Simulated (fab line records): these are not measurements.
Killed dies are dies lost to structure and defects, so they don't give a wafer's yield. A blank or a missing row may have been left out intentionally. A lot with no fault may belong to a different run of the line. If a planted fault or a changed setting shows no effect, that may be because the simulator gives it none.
Which tool is to blame? | flow ritCmos | at 1 step of a route of 202, 14 lots with 42 wafers sampled

## WHAT THE GAUGES READ, wafer by wafer
No reading from a measuring or inspecting step in the record can be judged against a usual standard deviation.

## WHICH TOOL RAN EACH LOT (tool, then ch and the chambers of the sampled wafers, then the start)
lot  | RIT_PSD_STRIP_09
L877 | plasmaAsher-02 ch 0,1, day 3 06:43
L879 | plasmaAsher-02 ch 0,1, day 3 11:00
L880 | plasmaAsher-03 ch 0,1, day 3 15:16
L881 | plasmaAsher-01 ch 0,1, day 3 21:48
L882 | plasmaAsher-03 ch 0,1, day 4 02:18
L883 | plasmaAsher-03 ch 1, day 4 07:00
L884 | plasmaAsher-02 ch 0,1, day 4 10:58
L885 | plasmaAsher-01 ch 0,1, day 4 17:23
L886 | plasmaAsher-01 ch 0,1, day 4 22:40
L888 | plasmaAsher-02 ch 0,1, day 5 07:46
L893 | plasmaAsher-02 ch 0,1, day 6 08:35
L895 | plasmaAsher-01 ch 0,1, day 6 18:23
L897 | plasmaAsher-01 ch 0,1, day 7 05:18
L898 | plasmaAsher-03 ch 0,1, day 7 09:06
- RIT_PSD_STRIP_09: strips in O2, time 180 s.

## WHAT THE TOOLS THEMSELVES READ (means of the sampled wafers that have a number; where no wafer has one, the mark that the record gives instead)
RIT_PSD_STRIP_09.
lot  | tool           | chamberPressureMTorr (mTorr) | drypumpMotorCurrentA (A)
L877 | plasmaAsher-02 | 3999                         | 5.7
L879 | plasmaAsher-02 | 3997                         | 5.7
L880 | plasmaAsher-03 | 4000                         | 5.3
L881 | plasmaAsher-01 | 4002                         | 6.0
L882 | plasmaAsher-03 | 3999                         | 5.2
L883 | plasmaAsher-03 | 3999                         | 5.1
L884 | plasmaAsher-02 | 3998                         | 5.9
L885 | plasmaAsher-01 | -                            | -
L886 | plasmaAsher-01 | -                            | -
L888 | plasmaAsher-02 | 4003                         | 5.9
L893 | plasmaAsher-02 | 4001                         | 5.7
L895 | plasmaAsher-01 | 4001                         | 6.0
L897 | plasmaAsher-01 | 4001                         | 6.0
L898 | plasmaAsher-03 | 4002                         | 5.3

## THE ANSWER, worked out from the rows above alone
Rule: what is usual is taken from the lots themselves. The widest of any qualifying gaps counts: lots, ordered by their means at a reading, are off when they make up no more than a third of the lots, leave a main group of 4 or more, and stand apart from it by 3 or more times the standard deviation of that group's means. A main group is skipped when, at the precision printed for the reading in the tables above, its means are all equal. A lot without any number at a reading at which 4 lots or more have one is off too. All remaining lots with rows at the step are treated as sound. The gauges are gone through in route order, then the tools' own readings, and for those a lot's mean is taken as printed above. The first step at which some lot is off is used, and at that step the reading that is off furthest; a lot without a number counts as furthest.
Off, at RIT_PSD_STRIP_09 on chamberPressureMTorr: L885, L886. Without a number there: L885, L886. The main group: mean 4000 mTorr, standard deviation 1.7.
A tool fits if, at that step or a process step before it, it ran every lot that is off, and no sound lot after the first of them. No candidate that was tried fits.

## WHAT THE SIMULATOR HAD PUT IN
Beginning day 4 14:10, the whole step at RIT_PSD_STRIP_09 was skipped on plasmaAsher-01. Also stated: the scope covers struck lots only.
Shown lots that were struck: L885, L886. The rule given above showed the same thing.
